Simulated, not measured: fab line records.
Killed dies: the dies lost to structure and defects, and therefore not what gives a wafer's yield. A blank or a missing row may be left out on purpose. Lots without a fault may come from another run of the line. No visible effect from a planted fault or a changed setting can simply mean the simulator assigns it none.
Check of tool commonality -- flow rit-cmos -- 14 lots, 42 wafers sampled

WHY IT WAS OPENED
2 of 14 lots carry a flag on the reading SILICIDE_TI_RS at RIT_SILICIDE_RS_MEAS_02. Fault-free wafers read 51.7 ohm/sq, with a standard deviation of 0.81.
Rule: a lot is flagged in two cases, either no wafer of it has a number, or all its wafers with numbers fall more than 4 standard deviations from that mean. The other lots count as sound.

lot,measured,on,"SILICIDE_TI_RS (ohm/sq), wafer by wafer",flag
L540,day 3 12:08,film-metro-03,52.5 52.1 52.7,
L541,day 3 14:52,film-metro-03,50.9 50.9 50.1,
L542,day 3 21:46,film-metro-04,52.9 52.4 52.3,
L543,day 4 01:44,film-metro-03,50.5 50.7 50.7,
L544,day 4 05:24,film-metro-04,53.0 53.8 53.0,
L545,day 4 08:34,film-metro-04,52.0 52.1 52.0,
L546,day 4 17:20,film-metro-04,51.7 51.9 51.8,
L548,day 5 01:40,film-metro-01,52.8 53.1 52.6,
L549,day 5 09:23,film-metro-04,51.1 51.6 50.7,
L552,day 5 19:47,film-metro-03,52.6 52.9 53.2,
L555,day 6 10:56,film-metro-04,51.5 51.2 51.8,
L558,day 7 02:41,film-metro-04,58.3 57.9 57.7,FLAGGED
L560,day 7 13:23,film-metro-01,60.0 60.2 60.6,FLAGGED
L561,day 7 18:31,film-metro-04,51.0 51.0 50.9,
On average the flagged lots' numbers are 59.1 ohm/sq, which is +7.4 ohm/sq against the usual, or +9 standard deviations.

EACH LOT AND THE TOOL IT RAN ON
The record keeps 1 process step preceding the reading, out of 202 steps on the route. In each cell: the tool, then ch and the chambers that the sampled wafers went through, then the start.
lot,flag,RIT_SILICIDE_SPUTTER_01
L540,,"pvd-sputter-04, day 3 11:58"
L541,,"pvd-sputter-02, day 3 14:41"
L542,,"pvd-sputter-04, day 3 21:35"
L543,,"pvd-sputter-02, day 4 01:35"
L544,,"pvd-sputter-04, day 4 05:14"
L545,,"pvd-sputter-02, day 4 08:25"
L546,,"pvd-sputter-04, day 4 17:11"
L548,,"pvd-sputter-04, day 5 01:27"
L549,,"pvd-sputter-02, day 5 09:13"
L552,,"pvd-sputter-04, day 5 19:35"
L555,,"pvd-sputter-02, day 6 10:46"
L558,FLAGGED,"pvd-sputter-04, day 7 02:32"
L560,FLAGGED,"pvd-sputter-04, day 7 13:11"
L561,,"pvd-sputter-02, day 7 18:22"
What the steps here do:
- RIT_SILICIDE_SPUTTER_01: material Ti, target thk 30 nm, time 240 s.
- RIT_SILICIDE_RS_MEAS_02: measures by four-point-probe.

FLAGGED AGAINST TOTAL, ONE TOOL AT A TIME (gauges that did the reading follow at the end)
step,tool,lots run,flagged,share of the flagged lots,sound lots run after its first flagged lot
RIT_SILICIDE_SPUTTER_01,pvd-sputter-02,6,0,none,-
RIT_SILICIDE_SPUTTER_01,pvd-sputter-04,8,2,all,0
RIT_SILICIDE_RS_MEAS_02,film-metro-01,2,1,some,0
RIT_SILICIDE_RS_MEAS_02,film-metro-03,4,0,none,-
RIT_SILICIDE_RS_MEAS_02,film-metro-04,8,1,some,1 (L561)

WHAT THE TABLE PERMITS
In the table, 1 row covers all flagged lots: pvd-sputter-04 at RIT_SILICIDE_SPUTTER_01.
- pvd-sputter-04 at RIT_SILICIDE_SPUTTER_01 ran 8 lots, 2 of them flagged. It ran its last sound lot, L552, at day 5 19:35 and its first flagged lot, L558, at day 7 02:32: a fault with its onset between the two fits.
One tool is left: pvd-sputter-04 at RIT_SILICIDE_SPUTTER_01.

WHAT THE SIMULATOR PUT IN
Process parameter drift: pvd-sputter-04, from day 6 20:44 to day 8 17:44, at RIT_SILICIDE_SPUTTER_01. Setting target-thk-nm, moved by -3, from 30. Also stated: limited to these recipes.
Struck lots among those shown: L558, L560. The rule above found the same.
